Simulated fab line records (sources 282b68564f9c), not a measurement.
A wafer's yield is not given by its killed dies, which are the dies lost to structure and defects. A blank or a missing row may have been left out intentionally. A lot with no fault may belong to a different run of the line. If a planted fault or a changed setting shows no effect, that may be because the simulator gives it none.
Lot-split experiment ; flow rit_cmos ; 5 lots, 23 wafers read, on a route of 202 steps

ON THE SPLIT
At RIT_ACTIVE_OXIDATION_01 (target thk 46.8 nm, ox time 3360 s), the setting temp_c was moved away from the recipe's 1000 C on 15 of the 23 wafers read, by -1.3% to +2.7%. The other wafers ran this setting at the recipe's value.

Split to reading: the file shows no intervening step.

THE READING
At RIT_ACTIVE_THK_MEAS_02: ACTIVE_OXIDE_THK, given in nm. A value of 46.8 nm with a standard deviation of 0.8 nm is what fault-free wafers of this fab line usually give.

wafer;tool, chamber at the split;temp_c as run, C;against the recipe;ACTIVE_OXIDE_THK, nm;against lot-mates on the recipe
L074.1;-, -;1000;recipe;47.3;-
L074.2;-, -;1000;recipe;46.9;-
L074.4;-, -;1000;recipe;47.8;-
L074.5;-, -;1000;recipe;46.3;-
L074.6;-, -;1000;recipe;48.0;-
L076.2;-, -;1027;+2.7%;60.2;no lot-mate on the recipe
L076.3;-, -;1027;+2.7%;60.6;no lot-mate on the recipe
L076.4;-, -;1027;+2.7%;60.4;no lot-mate on the recipe
L076.5;-, -;1027;+2.7%;60.1;no lot-mate on the recipe
L076.6;-, -;1027;+2.7%;59.9;no lot-mate on the recipe
L077.1;-, -;987;-1.3%;40.3;no lot-mate on the recipe
L077.2;-, -;987;-1.3%;39.7;no lot-mate on the recipe
L077.3;-, -;987;-1.3%;39.5;no lot-mate on the recipe
L077.4;-, -;987;-1.3%;40.1;no lot-mate on the recipe
L077.6;-, -;987;-1.3%;40.1;no lot-mate on the recipe
L082.2;-, -;1022;+2.2%;57.8;no lot-mate on the recipe
L082.3;-, -;1022;+2.2%;57.7;no lot-mate on the recipe
L082.4;-, -;1022;+2.2%;57.4;no lot-mate on the recipe
L082.5;-, -;1022;+2.2%;58.5;no lot-mate on the recipe
L082.6;-, -;1022;+2.2%;57.9;no lot-mate on the recipe
L085.3;furnace-03, 0;1000;recipe;47.8;-
L085.4;furnace-03, 0;1000;recipe;47.2;-
L085.5;furnace-03, 0;1000;recipe;47.8;-

THE FIT
A straight line over all 23 wafers: ACTIVE_OXIDE_THK changes by +5 nm for each +1% of temp_c; r = +1.00; the points scatter about the line by 0.57 nm.
Too few moved wafers have a lot-mate on the recipe to fit a line with each lot's own level taken away.

THE WHOLE CHAIN: every reading that the file lists as answering this split, in the file's order
step;what it does;reading;change (the file's fit);r (the file's)
RIT_ACTIVE_OXIDATION_01;target thk 46.8 nm, ox time 3360 s;SiO2_of_ACTIVE_OXIDATION_01.thk_nm (the simulator's own value, which no gauge read);+5 nm for each +1% of the setting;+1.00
RIT_ACTIVE_THK_MEAS_02;;ACTIVE_OXIDE_THK;+4.99 for each +1% of the setting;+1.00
RIT_ACTIVE_ETCH_13;etches Si3N4 in SF6, stops on SiO2, time 210 s, target depth 210 nm;SiO2_of_ACTIVE_OXIDATION_01.thk_nm (the simulator's own value, which no gauge read);+5.3 nm for each +1% of the setting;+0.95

FILE'S OWN FIT
ACTIVE_OXIDE_THK changes by +4.99 nm for each +1% of temp_c, r = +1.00.
